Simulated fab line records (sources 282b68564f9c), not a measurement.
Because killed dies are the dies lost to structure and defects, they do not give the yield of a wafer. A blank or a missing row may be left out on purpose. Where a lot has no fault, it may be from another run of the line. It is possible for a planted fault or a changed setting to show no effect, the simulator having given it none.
Struck lot and sound lot, side by side	flow rit-cmos	34 out of 202 route steps
Sound: the wafers L579.1, L579.5, L579.6. Wafers L593.1, L593.2, L593.4 were the ones struck. The cause is given at the end.
Order at every step that has rows: each side's tool, ch and its chambers, its first start. Under that, the readings that differ: sound wafers	struck wafers	difference of the means	sigmas: that difference in standard deviations of wafers without a fault.
alike: a reading whose means differ by less than 2 such deviations, as well as words and numbers matching on both sides. not compared: withheld readings; readings where some wafer has no value; bounds like >300 that might hide an equal value; numbers whose values overlap and for which the record gives no deviation.
Wherever a step has rows on one side only, a row that says differs or no value, or a row with sigmas, the two part there. Numbers that have no deviation but don't overlap get no sigmas and don't part them. Lack of a reading on every wafer of one side parts them only where that side has two or more wafers.

first, 2 steps without rows for these wafers: RIT_SPACER_CLEAN_02 (cleans in SC2, time 600 s); RIT_SPACER_CVD_03 (deposits Si3N4 from SiH2Cl2/NH3, target thk 250 nm, time 3300 s).
RIT_SPACER_THK_MEAS_04:
  struck on film-metro-03, day 6 22:25; sound on film-metro-03, day 3 21:59
  alike: SPACER_NITRIDE_THK
RIT_SPACER_ETCHBACK_05: etches Si3N4 in SF6/CHF3, stops on SiO2, target depth 250 nm, time 240 s.
  sound on rie-diel-04 ch 0,1,2, day 3 22:02; struck on rie-diel-03 ch 1,2,3, day 6 22:29
  alike: drypump-motor-current-A, oes-product-au, throttle-valve-pct
  not compared: rf-hours-counter-h
then, 6 steps without rows for these wafers: RIT_NSD_HMDS_00 (prime time 60 s); RIT_NSD_COAT_01 (resist thk 1000 nm); RIT_NSD_SOFTBAKE_02 (time 60 s); RIT_NSD_EXPOSE_03 (exposes mask M9, target cd 40700 nm); RIT_NSD_PEB_04; RIT_NSD_DEVELOP_05 (develop time 50 s).
RIT_NSD_OVL_MEAS_06:
  struck on overlay-02, day 6 23:36; sound on overlay-01, day 3 23:02
  alike: NSD_OVL
then, 1 step without rows for these wafers: RIT_NSD_HARDBAKE_07 (time 60 s).
RIT_NSD_IMPLANT_08:
  sound on implanter-03 ch 0, day 3 23:32; struck on implanter-02 ch 0, day 6 23:47
reading	sound	struck	difference	sigmas
beam-energy-keV	24.997 24.995 25.000	32.503 32.498 32.508	+7.506	+99 or more
model.implant.rp-nm (nm)	32.34 32.34 32.34	40.02 40.02 40.02	+7.68	
model.implant.drp-nm (nm)	14.84 14.84 14.84	17.72 17.72 17.72	+2.88	
RIT_NSD_STRIP_09: strips in O2, time 180 s.
  sound on plasma-asher-04 ch 0,1, day 3 23:41; struck on plasma-asher-01 ch 0,1, day 6 23:56
  alike: drypump-motor-current-A
  not compared: rf-hours-counter-h
RIT_NSD_TW_MEAS_10:
  struck on film-metro-04, day 7 00:07; sound on film-metro-04, day 3 23:51
reading	sound	struck	difference	sigmas
NSD_TW	3060 3045 3049	3291 3293 3309	+246	+11
then, 6 steps without rows for these wafers: RIT_PSD_HMDS_00 (prime time 60 s); RIT_PSD_COAT_01 (resist thk 1000 nm); RIT_PSD_SOFTBAKE_02 (time 60 s); RIT_PSD_EXPOSE_03 (exposes mask M10, target cd 40900 nm); RIT_PSD_PEB_04; RIT_PSD_DEVELOP_05 (develop time 50 s).
RIT_PSD_OVL_MEAS_06:
  struck on overlay-01, day 7 01:09; sound on overlay-02, day 4 00:46
  alike: PSD_OVL
then, 2 steps without rows for these wafers: RIT_PSD_HARDBAKE_07 (time 60 s); RIT_PSD_IMPLANT_08.
RIT_PSD_STRIP_09: strips in O2, time 180 s.
  sound on plasma-asher-04 ch 0,1, day 4 01:06; struck on plasma-asher-03 ch 0,1, day 7 01:29
  alike: drypump-motor-current-A
  not compared: rf-hours-counter-h
RIT_PSD_TW_MEAS_10:
  struck on film-metro-02, day 7 01:40; sound on film-metro-02, day 4 01:16
  alike: PSD_TW
then, 3 steps without rows for these wafers: RIT_SDANNEAL_CLEAN_00 (cleans in SC1, time 600 s); RIT_SDANNEAL_CLEAN_01 (cleans in dHF, time 30 s); RIT_SDANNEAL_CLEAN_02 (cleans in SC2, time 600 s).
RIT_SDANNEAL_RTA_03: time 5 s.
  sound on rtp-anneal-02 ch 0, day 4 01:42; struck on rtp-anneal-02 ch 0, day 7 02:06
  alike: wafer_temp_C_max
RIT_SDANNEAL_RS_MEAS_04: measurement is done with a four-point probe.
  struck on film-metro-02, day 7 02:10; sound on film-metro-02, day 4 01:46
  alike: PSD_RS
RIT_SDANNEAL_RS_MEAS_05: measurement is done with a four-point probe.
  struck on film-metro-02, day 7 02:17; sound on film-metro-02, day 4 01:53
reading	sound	struck	difference	sigmas
NSD_RS (ohm/sq)	85.1 85.1 85.3	81.6 81.8 81.7	-3.5	-12
RIT_SDANNEAL_RS_MEAS_06: measurement is done with a four-point probe.
  struck on film-metro-02, day 7 02:24; sound on film-metro-02, day 4 02:00
  alike: PLDD_RS
RIT_M1_PROBE_99:
  struck on prober-02, day 7 10:04; sound on prober-02, day 4 09:09
reading	sound	struck	difference	sigmas
model.etest.contact-nplus.end-ohm-um	43.89 42.04 41.88	36.45 38.12 36.35	-5.63	
model.etest.nmos_0p15.junction-log10-a-um	-13.64 -13.72 -13.65	-13.73 -13.82 -13.87	-0.14	
model.etest.diode-nplus-pwell.bv-v (V)	6.026 6.022 6.03	6.167 6.204 6.175	+0.156	
model.etest.nmos_0p3.bv-v (V)	5.56 5.589 5.566	5.622 5.613 5.607	+0.042	
model.etest.nmos_0p15.bv-v (V)	5.56 5.589 5.566	5.622 5.613 5.607	+0.042	
  alike: killed-at-contacts, killed-at-front-end, killed-dies, killed-open, killed-short

## WHERE THEY PART
Earliest at RIT_NSD_IMPLANT_08; latest, in this record, at RIT_SDANNEAL_RS_MEAS_05. Later steps at which nothing parts them and some readings are alike: RIT_SDANNEAL_RS_MEAS_06, RIT_M1_PROBE_99.

WHY: what had been put in by the simulator
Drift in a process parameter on implanter-02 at RIT_NSD_IMPLANT_08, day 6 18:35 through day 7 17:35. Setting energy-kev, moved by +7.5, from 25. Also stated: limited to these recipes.
